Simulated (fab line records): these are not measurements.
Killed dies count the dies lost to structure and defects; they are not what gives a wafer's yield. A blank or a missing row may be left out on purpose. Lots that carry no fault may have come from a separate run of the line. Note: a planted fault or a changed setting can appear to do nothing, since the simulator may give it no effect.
fab line records	flow rit_cmos
record lots=6	wafers=18	last_day=8
route steps=202 shown ACTIVE@11 FOX1@20 FOX2@23 NWELL@28 PWELL@39 WELLDRIVE@50 SILICIDE@161 M1@202
lots untouched by any fault: they come from a run of this same line in which no faults occurred
start_h: start of the lot's first displayed wafer, in hours after the record's first day	wait_h: hours since the lot's step before	" repeats the value in the row above	L1.1+2: several wafers, shown together as one row	- either no value or no given start	* or withheld: withheld	< > ~ a bound
route shown NAME@n: NAME is a module with steps in the file, n the number in the route of the first one	usual: average and standard deviation across the fault-free wafers	same: alike in all rows	chamber/n: place in a boat	sites: readings site by site	_std_site: their standard deviation	_edge_site: outer sites' mean less inner sites'	radius_mm: for every site, how far away it sits from the centre of the wafer	mask NAME#n: copy n	behind: the most recent tool/chamber to have shaped the wafer	hold: reason for holding the lot/hours on hold/outcome of the hold	device: whichever transistor did not switch (one of n, p or np)	end of line: the tests these same wafers got at the end of their route	a step without rows: its recipe alone	killed: at the first sort, the dies lost to defects and structure; wafer yield is something else	map: per-die view of a wafer (x killed, . not killed, _ where there is no die)
set.NAME: the run value of the setting; set.NAME@STEP: its run value at that earlier step	model.NAME: the simulator's own value behind a step, which no gauge read
lots seen at some steps along the route; tables by step, rows by wafer
services: the hour from which a tool's chamber was out of use, counted from the record's first day as start_h (under 0 if before that day), plus the number of hours and why
## steps
# step RIT_ACTIVE_DEVELOP_10
# recipe resist=NOVOLAK	develop_time_s=50	dev_temp_c=23
# step RIT_ACTIVE_CD_MEAS_11
# recipe target_cd_nm=1400
# usual cd_nm=1399.6/1.9
lot.wafer	tool	chamber	start_h	wait_h	cd_nm
L328.2	cd_sem-01	-	27.83	-	1399.4
L328.3	"	-	"	"	1399.8
L328.6	"	-	"	"	1399.0
L332.1	cd_sem-02	-	44.56	-	1398.3
L332.3	"	-	"	"	1398.5
L332.6	"	-	"	"	1398.7
L341.4	cd_sem-01	-	89.71	-	1399.2
L341.5	"	-	"	"	1401.4
L341.6	"	-	"	"	1398.8
L342.1	cd_sem-02	-	94.97	-	1397.4
L342.4	"	-	"	"	1395.8
L342.6	"	-	"	"	1396.9
L344.2	cd_sem-01	-	105.01	-	1397.7
L344.3	"	-	"	"	1398.4
L344.5	"	-	"	"	1398.3
L348.1	cd_sem-02	-	125.09	-	1397.7
L348.2	"	-	"	"	1397.9
L348.3	"	-	"	"	1399.7
# step RIT_ACTIVE_HARDBAKE_12
# recipe resist=NOVOLAK	temp_c=140	time_s=60
# step RIT_ACTIVE_ETCH_13
# recipe stop_on=SiO2	chemistry=SF6	target=Si3N4	time_s=210	over_etch_frac=0.4	SF6_flow_sccm=200	pressure_mtorr=260	rf_w=125	target_depth_a=2100
# usual drypump_motor_current_A=5.8/0.62	oes_product_au=0.821/0.013	throttle_valve_pct=7.52/0.12
# same time_s=210
lot.wafer	tool	chamber	start_h	wait_h	drypump_motor_current_A	oes_product_au	rf_hours_counter_h	throttle_valve_pct
L328.2	rie_diel-01	0	28.24	0.1	4.9	0.849	117	7.54
L328.3	"	2	"	"	5.2	0.793	49	7.55
L328.6	"	1	"	"	6.4	0.830	-	7.29
L332.1	rie_diel-01	1	44.83	0.1	6.4	0.830	109	7.29
L332.3	"	3	"	"	5.9	0.826	149	7.63
L332.6	"	0	"	"	4.9	0.836	-	7.57
L341.4	rie_diel-01	1	89.92	0.1	6.4	0.819	110	7.30
L341.5	"	1	"	"	6.4	0.826	-	7.29
L341.6	"	0	"	"	4.9	0.827	-	7.55
L342.1	rie_diel-01	1	95.24	0.1	6.4	0.831	110	7.29
L342.4	"	2	"	"	5.1	0.795	50	7.55
L342.6	"	2	"	"	5.2	0.791	-	7.52
L344.2	rie_diel-03	2	105.26	0.1	6.6	0.820	66	7.55
L344.3	"	0	"	"	5.8	0.806	61	7.60
L344.5	"	1	"	"	6.2	0.814	-	7.70
L348.1	rie_diel-01	0	125.36	0.1	4.9	0.841	119	7.55
L348.2	"	2	"	"	5.2	0.804	51	7.56
L348.3	"	3	"	"	5.9	0.826	151	7.62
# step RIT_ACTIVE_STRIP_14
# recipe chemistry=O2	time_s=180	resist=NOVOLAK	platen_temp_c=withheld	power_w=500	pressure_mtorr=4000	o2_flow_sccm=4000
# usual drypump_motor_current_A=5.57/0.28	rf_refl_power_W=5.1/0.74
# same time_s=180
lot.wafer	tool	chamber	start_h	wait_h	drypump_motor_current_A	rf_hours_counter_h	rf_refl_power_W
L328.2	plasma_asher-03	1	28.37	0.1	5.90	38	4.0
L328.3	"	1	"	"	5.92	-	4.3
L328.6	"	1	"	"	5.91	-	4.3
L332.1	plasma_asher-03	0	44.97	0.1	6.02	40	6.0
L332.3	"	0	"	"	6.01	-	5.9
L332.6	"	0	"	"	6.01	-	6.1
L341.4	plasma_asher-02	1	90.12	0.1	5.61	-	5.9
L341.5	"	1	"	"	5.61	-	5.7
L341.6	"	0	"	"	5.49	-	4.2
L342.1	plasma_asher-03	0	95.40	0.1	6.04	45	6.3
L342.4	"	0	"	"	6.03	-	6.1
L342.6	"	1	"	"	5.93	-	4.4
L344.2	plasma_asher-02	0	105.40	0.1	5.51	48	4.2
L344.3	"	1	"	"	5.64	-	5.7
L344.5	"	1	"	"	5.59	-	5.5
L348.1	plasma_asher-02	1	125.49	0.1	5.61	50	5.9
L348.2	"	0	"	"	5.48	50	4.3
L348.3	"	1	"	"	5.60	-	5.8
# step RIT_ACTIVE_CD_MEAS_90
# recipe target_cd_nm=1400
# usual cd_nm=1399.6/1.9
lot.wafer	tool	chamber	start_h	wait_h	cd_nm
L328.2	cd_sem-02	-	28.57	0.1	1399.0
L328.3	"	-	"	"	1399.9
L328.6	"	-	"	"	1398.8
L332.1	cd_sem-02	-	45.14	0.1	1398.1
L332.3	"	-	"	"	1398.3
L332.6	"	-	"	"	1399.0
L341.4	cd_sem-01	-	90.29	0.1	1399.6
L341.5	"	-	"	"	1401.7
L341.6	"	-	"	"	1399.1
L342.1	cd_sem-02	-	95.58	0.1	1396.9
L342.4	"	-	"	"	1396.2
L342.6	"	-	"	"	1396.9
L344.2	cd_sem-01	-	105.59	0.1	1397.6
L344.3	"	-	"	"	1398.9
L344.5	"	-	"	"	1397.6
L348.1	cd_sem-02	-	125.66	0.1	1397.5
L348.2	"	-	"	"	1398.2
L348.3	"	-	"	"	1400.0
# step RIT_ACTIVE_CLEAN_15
# recipe chemistry=SC1	mix=3:3:50	time_s=600	temp_c=75
# step RIT_ACTIVE_CLEAN_16
# recipe chemistry=dHF	dilution=50:1	time_s=30
# step RIT_ACTIVE_CLEAN_17
# recipe chemistry=SC2	mix=3:3:50	time_s=600	temp_c=75	dry=n2_spin
# step RIT_FOX1_OXIDATION_00
# recipe temp_c=1100	ambient=H2O	target_thk_a=3507	p_h2o_torr=720	ox_time_s=1130
# step RIT_FOX1_THK_MEAS_01
# recipe reads=SiO2_of_FOX1_OXIDATION_00
# usual FOX1_OXIDE_THK=351/6.3
lot.wafer	tool	chamber	start_h	wait_h	FOX1_OXIDE_THK[nm]
L328.2	film_metro-03	-	30.37	0.0	349
L328.3	"	-	"	"	351
L328.6	"	-	"	"	350
L332.1	film_metro-02	-	47.30	0.0	360
L332.3	"	-	"	"	362
L332.6	"	-	"	"	357
L341.4	film_metro-03	-	93.57	0.0	347
L341.5	"	-	"	"	345
L341.6	"	-	"	"	347
L342.1	film_metro-02	-	98.37	0.0	346
L342.4	"	-	"	"	354
L342.6	"	-	"	"	357
L344.2	film_metro-01	-	107.59	0.0	346
L344.3	"	-	"	"	352
L344.5	"	-	"	"	351
L348.1	film_metro-03	-	130.29	0.0	345
L348.2	"	-	"	"	347
L348.3	"	-	"	"	349
# step RIT_FOX1_WET_ETCH_02
# recipe chemistry=BOE	target_depth_nm=350	time_s=390	temp_c=21.5	dry=n2_spin	dilution=10:1	target=SiO2
# step RIT_FOX2_OXIDATION_00
# recipe temp_c=1100	ambient=H2O	target_thk_a=3507	p_h2o_torr=720	ox_time_s=1130
# usual spike_tc_centre_C=1101.6/1.5	spike_tc_load_C=1128.8/2.4	spike_tc_source_C=1123.7/3	tube_center_temp_C=1100/0.1	tube_center_temp_C_max=1102.9/0.5	zone_power_source_pct=42.5/0.84
lot.wafer	tool	chamber	start_h	wait_h	spike_tc_centre_C	spike_tc_load_C	spike_tc_source_C	tube_center_temp_C	tube_center_temp_C_max	zone_power_source_pct	model.SiO2_of_FOX2_OXIDATION_00.thk_nm
L328.2	furnace-03	0	31.01	0.5	1102.3	1130.2	1123.5	1100	1102.3	42.7	348.8
L328.3	"	0	"	"	1103.7	1130.7	1123.2	1100.2	1102.6	43.3	354.3
L328.6	"	0	"	"	1102.1	1132.8	1124.0	1099.9	1103.0	43.2	348.2
L332.1	furnace-04	0	47.60	0.0	1101.6	1126.2	1123.2	1100	1103.4	43.5	352.9
L332.3	"	0	"	"	1100.4	1126.5	1120.8	1099.9	1102.4	42.8	351.5
L332.6	"	0	"	"	1102.0	1126.3	1120.7	1100	1102.5	43.0	354.3
L341.4	furnace-04	0	93.72	0.0	1101.7	1125.1	1120.1	1100.1	1103.5	43.9	359.5
L341.5	"	0	"	"	1101.5	1126.2	1121.1	1100	1102.6	42.6	363.3
L341.6	"	0	"	"	1100.3	1126.8	1121.2	1100.1	1103.3	42.5	362.1
L342.1	furnace-03	0	98.54	0.0	1063.6	1091.3	1083.3	1059.9	1062.9	38.4	285.9
L342.4	"	0	"	"	1063.7	1092.7	1081.1	1059.9	1062.6	39.7	281.8
L342.6	"	0	"	"	1061.7	1091.2	1082.6	1059.9	1062.7	38.8	287.2
L344.2	furnace-03	0	107.77	0.0	1063.0	1092.5	1080.8	1060	1062.5	39.3	281.5
L344.3	"	0	"	"	1063.9	1092.2	1081.2	1060	1063.4	39.2	283.8
L344.5	"	0	"	"	1061.9	1091.9	1082.7	1060	1062.3	38.8	283.3
L348.1	furnace-01	0	135.02	4.6	1102.5	1127.1	1127.7	1100.1	1102.9	41.5	349.8
L348.2	"	0	"	"	1101.3	1128.2	1126.3	1100	1103.2	41.5	351.4
L348.3	"	0	"	"	1101.5	1127.5	1126.5	1100.2	1103.3	41.2	349.2
# step RIT_FOX2_THK_MEAS_01
# recipe reads=SiO2_of_FOX2_OXIDATION_00
# usual FOX2_OXIDE_THK=352/7.3
lot.wafer	tool	chamber	start_h	wait_h	FOX2_OXIDE_THK[nm]
L328.2	film_metro-02	-	32.33	0.0	349
L328.3	"	-	"	"	355
L328.6	"	-	"	"	348
L332.1	film_metro-02	-	48.91	0.0	353
L332.3	"	-	"	"	351
L332.6	"	-	"	"	354
L341.4	film_metro-04	-	95.07	0.0	359
L341.5	"	-	"	"	363
L341.6	"	-	"	"	362
L342.1	film_metro-02	-	99.86	0.0	286
L342.4	"	-	"	"	282
L342.6	"	-	"	"	287
L344.2	film_metro-01	-	109.09	0.0	282
L344.3	"	-	"	"	284
L344.5	"	-	"	"	283
L348.1	film_metro-02	-	136.33	0.0	350
L348.2	"	-	"	"	351
L348.3	"	-	"	"	349
# step RIT_FOX2_CLEAN_02
# recipe chemistry=dHF	dilution=50:1	time_s=180
# step RIT_FOX2_WET_ETCH_03
# recipe chemistry=H3PO4	target=Si3N4	target_depth_nm=195	temp_c=165	time_s=2700
# step RIT_FOX2_THK_MEAS_90
# recipe reads=SiO2_of_FOX2_OXIDATION_00
# usual FIELD_OXIDE_LEFT_1_THK=325/7.4
lot.wafer	tool	chamber	start_h	wait_h	FIELD_OXIDE_LEFT_1_THK[nm]
L328.2	film_metro-04	-	33.28	0.0	322
L328.3	"	-	"	"	327
L328.6	"	-	"	"	321
L332.1	film_metro-02	-	49.81	0.0	325
L332.3	"	-	"	"	324
L332.6	"	-	"	"	327
L341.4	film_metro-01	-	95.94	0.0	332
L341.5	"	-	"	"	336
L341.6	"	-	"	"	335
L342.1	film_metro-04	-	100.73	0.0	259
L342.4	"	-	"	"	254
L342.6	"	-	"	"	260
L344.2	film_metro-02	-	110.04	0.0	254
L344.3	"	-	"	"	256
L344.5	"	-	"	"	256
L348.1	film_metro-04	-	137.21	0.0	323
L348.2	"	-	"	"	324
L348.3	"	-	"	"	322
# step RIT_NWELL_HMDS_00
# recipe prime_time_s=60	prime_temp_c=140
# step RIT_NWELL_COAT_01
# recipe resist=NOVOLAK	spin_rpm=2000	resist_thk_nm=1300
# step RIT_NWELL_SOFTBAKE_02
# recipe resist=NOVOLAK	temp_c=90	time_s=60
# step RIT_NWELL_EXPOSE_03
# recipe mask_id=M2	na=0.57	target_cd_nm=43900	dose_mj=250
# step RIT_NWELL_PEB_04
# recipe resist=NOVOLAK	temp_c=withheld	time_s=withheld
# step RIT_NWELL_DEVELOP_05
# recipe resist=NOVOLAK	develop_time_s=68	dev_temp_c=23
# step RIT_NWELL_OVL_MEAS_06
# usual NWELL_OVL=-0.8/1.4
lot.wafer	tool	chamber	start_h	wait_h	NWELL_OVL[nm]
L328.2	overlay-02	-	34.35	-	-1.3
L328.3	"	-	"	"	-1.9
L328.6	"	-	"	"	-1.7
L332.1	overlay-01	-	51.11	-	-0.6
L332.3	"	-	"	"	-2.3
L332.6	"	-	"	"	1.0
L341.4	overlay-02	-	96.87	-	-0.3
L341.5	"	-	"	"	-0.1
L341.6	"	-	"	"	-0.9
L342.1	overlay-02	-	101.80	-	-1.2
L342.4	"	-	"	"	-0.6
L342.6	"	-	"	"	-0.9
L344.2	overlay-02	-	111.03	-	-1.0
L344.3	"	-	"	"	0.5
L344.5	"	-	"	"	-2.4
L348.1	overlay-01	-	138.27	-	-0.1
L348.2	"	-	"	"	0.9
L348.3	"	-	"	"	0.6
# step RIT_NWELL_HARDBAKE_07
# recipe resist=NOVOLAK	temp_c=140	time_s=120
# step RIT_NWELL_IMPLANT_08
# recipe species=P	energy_kev=170	dose_cm2=5e+13	tilt_deg=7
# step RIT_NWELL_STRIP_09
# recipe chemistry=O2	time_s=180	resist=NOVOLAK	platen_temp_c=withheld	power_w=500	pressure_mtorr=4000	o2_flow_sccm=4000
# usual drypump_motor_current_A=6.0/0.32	rf_refl_power_W=5.7/0.92
# same time_s=180
lot.wafer	tool	chamber	start_h	wait_h	drypump_motor_current_A	rf_hours_counter_h	rf_refl_power_W
L328.2	plasma_asher-03	1	34.78	0.1	5.9	39	4.5
L328.3	"	0	"	"	6.0	-	6.1
L328.6	"	0	"	"	6.0	-	6.5
L332.1	plasma_asher-04	1	51.57	0.1	6.3	40	7.1
L332.3	"	0	"	"	6.2	-	5.6
L332.6	"	1	"	"	6.3	-	7.2
L341.4	plasma_asher-01	0	97.35	0.1	5.6	-	5.7
L341.5	"	0	"	"	5.6	-	5.9
L341.6	"	1	"	"	5.0	-	5.1
L342.1	plasma_asher-04	0	102.24	0.1	6.1	46	5.6
L342.4	"	0	"	"	6.1	-	5.4
L342.6	"	1	"	"	6.3	-	6.9
L344.2	plasma_asher-04	1	111.46	0.1	6.3	47	6.9
L344.3	"	1	"	"	6.3	-	7.0
L344.5	"	0	"	"	6.2	-	5.3
L348.1	plasma_asher-03	0	138.71	0.1	6.0	2	6.2
L348.2	"	1	"	"	5.9	2	4.6
L348.3	"	0	"	"	6.0	-	6.1
# step RIT_NWELL_TW_MEAS_10
# usual NWELL_TW=2141/20
lot.wafer	tool	chamber	start_h	wait_h	NWELL_TW
L328.2	film_metro-03	-	34.96	0.1	2158
L328.3	"	-	"	"	2150
L328.6	"	-	"	"	2157
L332.1	film_metro-04	-	51.74	0.1	2118
L332.3	"	-	"	"	2108
L332.6	"	-	"	"	2109
L341.4	film_metro-03	-	97.49	0.1	2144
L341.5	"	-	"	"	2138
L341.6	"	-	"	"	2147
L342.1	film_metro-02	-	102.41	0.1	2157
L342.4	"	-	"	"	2169
L342.6	"	-	"	"	2164
L344.2	film_metro-02	-	111.64	0.1	2167
L344.3	"	-	"	"	2158
L344.5	"	-	"	"	2156
L348.1	film_metro-04	-	138.89	0.1	2121
L348.2	"	-	"	"	2124
L348.3	"	-	"	"	2127
# step RIT_PWELL_HMDS_00
# recipe prime_time_s=60	prime_temp_c=140
# step RIT_PWELL_COAT_01
# recipe resist=NOVOLAK	spin_rpm=2000	resist_thk_nm=1300
# step RIT_PWELL_SOFTBAKE_02
# recipe resist=NOVOLAK	temp_c=90	time_s=60
# step RIT_PWELL_EXPOSE_03
# recipe mask_id=M3	na=0.57	target_cd_nm=43700	dose_mj=250
# step RIT_PWELL_PEB_04
# recipe resist=NOVOLAK	temp_c=withheld	time_s=withheld
# step RIT_PWELL_DEVELOP_05
# recipe resist=NOVOLAK	develop_time_s=68	dev_temp_c=23
# step RIT_PWELL_OVL_MEAS_06
# usual PWELL_OVL=-1.6/1.3
lot.wafer	tool	chamber	start_h	wait_h	PWELL_OVL[nm]
L328.2	overlay-02	-	36.02	-	-0.3
L328.3	"	-	"	"	-1.3
L328.6	"	-	"	"	-1.1
L332.1	overlay-02	-	52.98	-	-2.3
L332.3	"	-	"	"	-3.8
L332.6	"	-	"	"	-3.7
L341.4	overlay-02	-	98.56	-	-3.5
L341.5	"	-	"	"	-0.7
L341.6	"	-	"	"	-2.4
L342.1	overlay-01	-	103.64	-	-3.2
L342.4	"	-	"	"	-1.6
L342.6	"	-	"	"	-4.4
L344.2	overlay-02	-	112.64	-	-0.5
L344.3	"	-	"	"	-2.4
L344.5	"	-	"	"	-1.4
L348.1	overlay-01	-	139.83	-	-1.2
L348.2	"	-	"	"	0.0
L348.3	"	-	"	"	-0.5
# step RIT_PWELL_HARDBAKE_07
# recipe resist=NOVOLAK	temp_c=140	time_s=120
# step RIT_PWELL_IMPLANT_08
# recipe species=B	energy_kev=170	dose_cm2=7e+13	tilt_deg=7
# step RIT_PWELL_STRIP_09
# recipe chemistry=O2	time_s=180	resist=NOVOLAK	platen_temp_c=withheld	power_w=500	pressure_mtorr=4000	o2_flow_sccm=4000
# usual drypump_motor_current_A=5.95/0.25	rf_refl_power_W=5.4/0.95
# same time_s=180
lot.wafer	tool	chamber	start_h	wait_h	drypump_motor_current_A	rf_hours_counter_h	rf_refl_power_W
L328.2	plasma_asher-04	1	36.45	0.1	6.28	38	6.6
L328.3	"	1	"	"	6.31	-	6.7
L328.6	"	1	"	"	6.29	-	6.8
L332.1	plasma_asher-04	1	53.42	0.1	6.31	40	7.0
L332.3	"	1	"	"	6.32	-	7.0
L332.6	"	0	"	"	6.15	-	5.4
L341.4	plasma_asher-04	0	99.04	0.1	6.14	-	5.2
L341.5	"	1	"	"	6.28	-	7.0
L341.6	"	0	"	"	6.15	-	5.4
L342.1	plasma_asher-03	0	104.14	0.1	6.02	46	6.2
L342.4	"	1	"	"	5.94	-	4.1
L342.6	"	0	"	"	6.03	-	6.3
L344.2	plasma_asher-04	0	113.07	0.1	6.15	47	5.3
L344.3	"	1	"	"	6.29	-	6.9
L344.5	"	0	"	"	6.16	-	5.5
L348.1	plasma_asher-04	0	140.26	0.1	6.15	49	5.3
L348.2	"	1	"	"	6.33	49	7.2
L348.3	"	1	"	"	6.29	-	6.8
# step RIT_PWELL_TW_MEAS_10
# usual PWELL_TW=953/7.2
lot.wafer	tool	chamber	start_h	wait_h	PWELL_TW
L328.2	film_metro-02	-	36.64	0.1	954
L328.3	"	-	"	"	951
L328.6	"	-	"	"	952
L332.1	film_metro-03	-	53.59	0.1	960
L332.3	"	-	"	"	960
L332.6	"	-	"	"	959
L341.4	film_metro-04	-	99.18	0.1	937
L341.5	"	-	"	"	937
L341.6	"	-	"	"	936
L342.1	film_metro-03	-	104.31	0.1	953
L342.4	"	-	"	"	952
L342.6	"	-	"	"	954
L344.2	film_metro-03	-	113.25	0.1	951
L344.3	"	-	"	"	951
L344.5	"	-	"	"	955
L348.1	film_metro-03	-	140.44	0.1	954
L348.2	"	-	"	"	962
L348.3	"	-	"	"	959
# step RIT_WELLDRIVE_ANNEAL_00
# recipe temp_c=1100	time_s=14700	ambient=N2
# step RIT_WELLDRIVE_RS_MEAS_01
# recipe thk_meas_gauge=four-point-probe
# usual NWELL_RS=275.9/0.72
lot.wafer	tool	chamber	start_h	wait_h	NWELL_RS[ohm/sq]
L328.2	film_metro-04	-	43.12	0.0	275.3
L328.3	"	-	"	"	275.8
L328.6	"	-	"	"	276.0
L332.1	film_metro-04	-	59.26	0.0	276.9
L332.3	"	-	"	"	276.5
L332.6	"	-	"	"	276.7
L341.4	film_metro-02	-	105.00	0.1	276.3
L341.5	"	-	"	"	275.5
L341.6	"	-	"	"	276.1
L342.1	film_metro-04	-	109.45	0.0	276.2
L342.4	"	-	"	"	275.7
L342.6	"	-	"	"	275.8
L344.2	film_metro-03	-	119.59	0.0	275.2
L344.3	"	-	"	"	275.4
L344.5	"	-	"	"	274.8
L348.1	film_metro-03	-	147.53	0.0	276.8
L348.2	"	-	"	"	275.4
L348.3	"	-	"	"	276.6
# step RIT_WELLDRIVE_RS_MEAS_02
# recipe thk_meas_gauge=four-point-probe
# usual PWELL_RS=429.9/1.4
lot.wafer	tool	chamber	start_h	wait_h	PWELL_RS[ohm/sq]
L328.2	film_metro-04	-	43.24	0.1	429.3
L328.3	"	-	"	"	429.0
L328.6	"	-	"	"	429.1
L332.1	film_metro-04	-	59.38	0.1	431.6
L332.3	"	-	"	"	432.2
L332.6	"	-	"	"	431.7
L341.4	film_metro-02	-	105.12	0.1	431.4
L341.5	"	-	"	"	431.5
L341.6	"	-	"	"	431.6
L342.1	film_metro-04	-	109.57	0.1	431.2
L342.4	"	-	"	"	431.4
L342.6	"	-	"	"	431.4
L344.2	film_metro-03	-	119.71	0.1	432.3
L344.3	"	-	"	"	433.1
L344.5	"	-	"	"	432.8
L348.1	film_metro-03	-	147.65	0.1	429.8
L348.2	"	-	"	"	429.3
L348.3	"	-	"	"	429.0
# step RIT_FOX2_THK_MEAS_91
# recipe reads=SiO2_of_FOX2_OXIDATION_00
# usual FIELD_OXIDE_LEFT_2_THK=257/7.5
lot.wafer	tool	chamber	start_h	wait_h	FIELD_OXIDE_LEFT_2_THK[nm]
L328.2	film_metro-02	-	47.03	0.0	253
L328.3	"	-	"	"	259
L328.6	"	-	"	"	252
L332.1	film_metro-01	-	63.59	0.0	257
L332.3	"	-	"	"	255
L332.6	"	-	"	"	258
L341.4	film_metro-02	-	108.96	0.0	265
L341.5	"	-	"	"	269
L341.6	"	-	"	"	267
L342.1	film_metro-02	-	113.61	0.0	190
L342.4	"	-	"	"	186
L342.6	"	-	"	"	191
L344.2	film_metro-04	-	123.46	0.0	187
L344.3	"	-	"	"	189
L344.5	"	-	"	"	188
L348.1	film_metro-02	-	151.41	0.0	255
L348.2	"	-	"	"	256
L348.3	"	-	"	"	254
# step RIT_SILICIDE_WET_ETCH_00
# recipe chemistry=BOE	target=SiO2	target_depth_nm=14	time_s=15	dry=n2_spin	dilution=10:1	temp_c=21.5
# same time_s=15
lot.wafer	tool	chamber	start_h	wait_h	model.SiO2_of_FOX2_OXIDATION_00.thk_nm
L328.2	wet_bench-03	2	65.24	0.1	146.2
L328.3	"	2	"	"	155.1
L328.6	"	2	"	"	146.7
L332.1	wet_bench-04	1	83.23	0.1	151
L332.3	"	1	"	"	150.1
L332.6	"	1	"	"	153.1
L341.4	wet_bench-03	2	128.89	0.0	158.8
L341.5	"	2	"	"	165.2
L341.6	"	2	"	"	160.7
L342.1	wet_bench-03	1	133.22	0.1	85.5
L342.4	"	1	"	"	80.13
L342.6	"	1	"	"	86.03
L344.2	wet_bench-03	1	149.45	0.1	81.77
L344.3	"	1	"	"	82.62
L344.5	"	1	"	"	83.62
L348.1	wet_bench-04	1	176.10	0.1	147.6
L348.2	"	1	"	"	149.3
L348.3	"	1	"	"	150.2
# step RIT_M1_PROBE_99
# usual killed_at_M0_to_M3=0.0/0.12	killed_at_front_end=7/3	killed_dies=7/3	killed_open=3.4/1.8	killed_short=3.8/2.1
# same gross_dies=264	killed_at_M4_up=0	killed_at_back_side=0	killed_at_contacts=0	killed_at_other=0
lot.wafer	tool	chamber	start_h	wait_h	killed_at_M0_to_M3	killed_at_front_end	killed_dies	killed_open	killed_short
L328.2	prober-01	-	72.47	0.1	0	9	9	3	6
L328.3	prober-01	-	72.52	0.2	0	11	11	5	6
L328.6	prober-01	-	72.67	0.2	0	8	8	4	4
# killed by level:class
L328.2 GATE:geometric_particle:short=3 GATE:geometric_particle:open=2 REOX:geometric_particle:open=1 REOX:geometric_particle:short=1 SPACER:geometric_particle:short=1 SILICIDE:geometric_particle:short=1
L328.3 GATE:geometric_particle:short=5 GATE:geometric_particle:open=3 REOX:geometric_particle:open=2 SILICIDE:geometric_particle:short=1
L328.6 GATE:geometric_particle:open=4 GATE:geometric_particle:short=2 SILICIDE:geometric_particle:short=2
## services
tool	chamber	start_h	hours	kind
plasma_asher-04	-	12.91	14.6	pm
rie_diel-03	-	12.98	0.4	repair
furnace-01	-	14.88	3.8	pm
furnace-03	-	16.20	3.5	pm
furnace-03	-	19.74	6.5	pm
rie_diel-01	-	45.14	0.3	repair
furnace-01	-	63.13	2.2	pm
plasma_asher-03	-	76.25	2.9	repair
plasma_asher-04	-	78.88	2.8	pm
rie_diel-03	0	86.65	18.1	repair
plasma_asher-03	-	108.75	9.0	pm
plasma_asher-03	0	108.75	9.0	vent_cycle
plasma_asher-03	1	108.75	9.0	vent_cycle
plasma_asher-03	-	116.03	0.7	repair
plasma_asher-03	0	117.75	-	clean
plasma_asher-03	1	117.75	-	clean
rie_diel-01	1	126.20	4.9	repair
furnace-03	-	133.39	4.1	pm
plasma_asher-01	-	136.21	0.6	repair
rie_diel-01	3	140.74	-	clean
rie_diel-01	3	140.74	11.4	scheduled_down
rie_diel-01	3	140.74	11.4	vent_cycle
furnace-04	-	159.15	3.9	pm
## key
first_sign step=RIT_FOX2_OXIDATION_00	reading=tube_center_temp_C	direction=down	sigmas=99+	usual=*	struck=*
effect step=RIT_FOX2_OXIDATION_00	reading=tube_center_temp_C_max	direction=down	sigmas=80	usual=*	struck=*
effect step=RIT_FOX2_THK_MEAS_01	reading=FOX2_OXIDE_THK	direction=down	sigmas=9.4	usual=352	struck=284
effect step=RIT_FOX2_THK_MEAS_90	reading=FIELD_OXIDE_LEFT_1_THK	direction=down	sigmas=9.3	usual=325	struck=257
effect step=RIT_FOX2_THK_MEAS_91	reading=FIELD_OXIDE_LEFT_2_THK	direction=down	sigmas=9.1	usual=257	struck=189
model_effect step=RIT_FOX2_OXIDATION_00	value=SiO2_of_FOX2_OXIDATION_00.thk_nm	without=354.6	struck=283.9
model_effect step=RIT_SILICIDE_WET_ETCH_00	value=SiO2_of_FOX2_OXIDATION_00.thk_nm	without=153.9	struck=83.28
met_at RIT_FOX2_OXIDATION_00
struck_wafers L342.1,L342.4,L342.6,L344.2,L344.3,L344.5
tester_left_out L342,L344
onset_between 31.01 98.54
fault kind=process_parameter_drift	tool=furnace-03	chamber=-	onset_h=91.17	steps=RIT_FOX2_OXIDATION_00	channel=temp_c	offset=*	shape=step	end_h=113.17	acts_in=*	stated=*
# tester_left_out: of these lots the tester's yield and bins aren't shown, on N5 and GAA mostly nor the transistor test; their killed dies are dies lost to structure and defects alone, not to doping, threshold or leakage, so they don't give the yield
